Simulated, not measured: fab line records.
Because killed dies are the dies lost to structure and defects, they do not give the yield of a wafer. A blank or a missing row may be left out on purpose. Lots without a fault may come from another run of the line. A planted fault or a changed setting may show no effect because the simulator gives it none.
2 desks looking at one fault / flow berkeley-cmos170 / each desk holds nothing but its own numbers, with what lay behind them at the end

TOOL OWNER'S DESK, pvd-sputter-03
The tool's own readings at UCB170_M2_SPUTTER_01 (material Al, target thk 900 nm, time 120 s): means of the sampled wafers that have a number, for each lot that ran on this tool. If a lot's mean is further than 4 standard deviations from the usual mean, the lot is out of limits and carries the mark OUT (the distance appears in the brackets).
Columns: A = throttle-valve-pct at UCB170_M2_SPUTTER_01, usual 29.9 %
lot=L433; first seen here=day 8 16:16; A=30.5
lot=L434; first seen here=day 9 12:26; A=29.7
lot=L437; first seen here=day 9 17:26; A=29.6
lot=L441; first seen here=day 9 19:43; A=29.7
lot=L445; first seen here=day 10 15:52; A=29.5
This desk found nothing out of limits on any of the 5 lots.

AT THE METROLOGY DESK
Lot by lot, what the gauges showed, no matter which tool ran the lot: averages of those sampled wafers that carry a number. If a lot's mean is further than 4 standard deviations from the usual mean, the lot is out of limits and carries the mark OUT (the distance appears in the brackets).
Columns: A = cd-nm at UCB170_M1_CD_MEAS_90, usual 699.8 nm; B = M2_AL_RS at UCB170_M2_RS_MEAS_02, usual 0.0319 ohm/sq; C = M2_AL_THK at UCB170_M2_THK_MEAS_03, usual 903 nm
lot=L430; first seen here=day 8 02:25; A=700.9; B=0.0322; C=891
lot=L433; first seen here=day 8 10:41; A=698.7; B=0.0319; C=904
lot=L432; first seen here=day 8 10:50; A=700.5; B=0.0316; C=908
lot=L435; first seen here=day 9 03:08; A=697.8; B=0.0316; C=913
lot=L434; first seen here=day 9 05:15; A=699.8; B=0.0319; C=904
lot=L436; first seen here=day 9 06:13; A=699.7; B=0.0321; C=891
lot=L439; first seen here=day 9 09:04; A=700.0; B=0.0325; C=889
lot=L437; first seen here=day 9 11:07; A=700.4; B=0.0315; C=908
lot=L441; first seen here=day 9 12:36; A=701.1; B=0.0314; C=910
lot=L445; first seen here=day 10 11:36; A=699.9; B=0.0391 (+20) OUT; C=781 (-11) OUT
lot=L449; first seen here=day 11 04:49; A=700.2; B=0.0316; C=906
lot=L452; first seen here=day 11 12:45; A=700.7; B=0.0318; C=900
lot=L451; first seen here=day 11 13:19; A=699.6; B=0.0319; C=907
Finding of this desk: L445 out of limits, first seen on L445 at day 10 15:58 (M2_AL_RS at UCB170_M2_RS_MEAS_02). In limits: L430, L433, L432, L435, L434, L436, L439, L437, L441, L449, L452, L451.

ALL TOGETHER
An alarm was possible from the metrology desk at day 10 15:58, on L445.
The desk of the tool owner found nothing out of limits.
On record at the tool owner's desk: L445, within its limits.
On pvd-sputter-03, each named lot ran UCB170_M2_SPUTTER_01.

WHAT WAS PUT IN BY THE SIMULATOR
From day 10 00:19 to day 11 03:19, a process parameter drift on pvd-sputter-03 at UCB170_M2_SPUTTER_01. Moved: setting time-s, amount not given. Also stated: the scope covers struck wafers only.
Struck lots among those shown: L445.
Time in hours between the start of the fault and the first out-of-limits reading at each desk: metrology desk, 16.
